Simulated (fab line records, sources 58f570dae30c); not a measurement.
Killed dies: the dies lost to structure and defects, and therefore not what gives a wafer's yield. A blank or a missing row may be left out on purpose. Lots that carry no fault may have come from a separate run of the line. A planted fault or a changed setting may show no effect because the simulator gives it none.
A lot that was struck, set against a sound lot -- flow berkeley_cmos170 -- 16 out of 331 route steps
Sound: the wafers L380.4, L380.5, L380.6. Wafers struck: L388.1, L388.3, L388.4. The cause is given at the end.
For every step that has rows: the tool of each side, followed by ch and its chambers, followed by its first start. Under that, the readings that differ: sound wafers -- struck wafers -- difference of the means -- sigmas: that difference in standard deviations of wafers without a fault.
alike: readings with means less than 2 such deviations apart, plus words and numbers identical on both sides. not compared: withheld readings, readings lacking a value on some wafer, bounds such as >300 that could conceal the same value, and numbers that have no deviation in the record and whose values overlap.
Wherever a step has rows on one side only, a row that says differs or no value, or a row with sigmas, the two part there. Non-overlapping numbers with no deviation appear without sigmas and do not part them. A reading that every wafer of one side lacks parts them only if that side has two wafers or more.

UCB170_ACTIVE_OVL_MEAS_14:
  struck on overlay-01, day 6 16:06; sound on overlay-02, day 5 11:08
  alike: ACTIVE_OVL
UCB170_ACTIVE_ETCH_15: etches Si3N4 in CH3F/Ar/O2, stops on SiO2, target depth 242 nm, time 151 s.
  sound on rie_diel-03 ch 0,1,3, day 5 11:08; struck on rie_diel-03 ch 1,2,3, day 6 16:08
  alike: CH3F_flow_sccm, drypump_motor_current_A, oes_product_au, throttle_valve_pct
  not compared: rf_hours_counter_h
UCB170_ACTIVE_STRIP_16: strips in O2.
  sound on plasma_asher-01 ch 0,1, day 5 11:17; struck on plasma_asher-04 ch 0,1, day 6 16:14
  alike: drypump_motor_current_A, oes_product_au, strip_time_to_endpoint_s
  not compared: rf_hours_counter_h
UCB170_ACTIVE_CD_MEAS_90 targets a cd of 1200 nm.
  struck on cd_sem-02, day 6 16:20; sound on cd_sem-01, day 5 11:26
  alike: cd_nm
then, 7 steps without rows for these wafers: UCB170_ACTIVE_CLEAN_17 (cleans in SPM, time 600 s); UCB170_PFIELD_HMDS_00 (prime time 60 s); UCB170_PFIELD_COAT_01 (resist thk 900 nm); UCB170_PFIELD_SOFTBAKE_02 (time 60 s); UCB170_PFIELD_EXPOSE_03 (exposes mask PFIELD, target cd 1500 nm); UCB170_PFIELD_PEB_04; UCB170_PFIELD_DEVELOP_05 (develop time 45 s).
UCB170_PFIELD_OVL_MEAS_06:
  struck on overlay-01, day 6 20:02; sound on overlay-01, day 5 13:44
  alike: PFIELD_OVL
UCB170_PFIELD_IMPLANT_07:
  sound on implanter-03 ch 0, day 5 13:49; struck on implanter-03 ch 0, day 6 20:04
reading,sound,struck,difference,sigmas
implant_ion_amu,11 11 11,31 31 31,+20,
model.implant.rp_nm (nm),257.3 257.3 257.3,98.41 98.41 98.41,-158.89,
model.implant.drp_nm (nm),74.86 74.86 74.86,37.93 37.93 37.93,-36.93,
UCB170_PFIELD_STRIP_08: strips in O2.
  sound on plasma_asher-01 ch 0,1, day 5 13:56; struck on plasma_asher-01 ch 0,1, day 6 20:13
  alike: drypump_motor_current_A, oes_product_au, strip_time_to_endpoint_s
  not compared: rf_hours_counter_h
UCB170_PFIELD_TW_MEAS_09:
  struck on film_metro-02, day 6 20:19; sound on film_metro-02, day 5 14:02
reading,sound,struck,difference,sigmas
PFIELD_TW,600 600 601,1353 1350 1343,+748,+99 or more
then, 1 step without rows for these wafers: UCB170_FIELD_CLEAN_00 (cleans in dHF, time 7.5 s).

WHERE THEY PART
At UCB170_PFIELD_TW_MEAS_09 and nowhere else, as far as this record goes.

WHY: whatever the simulator had introduced
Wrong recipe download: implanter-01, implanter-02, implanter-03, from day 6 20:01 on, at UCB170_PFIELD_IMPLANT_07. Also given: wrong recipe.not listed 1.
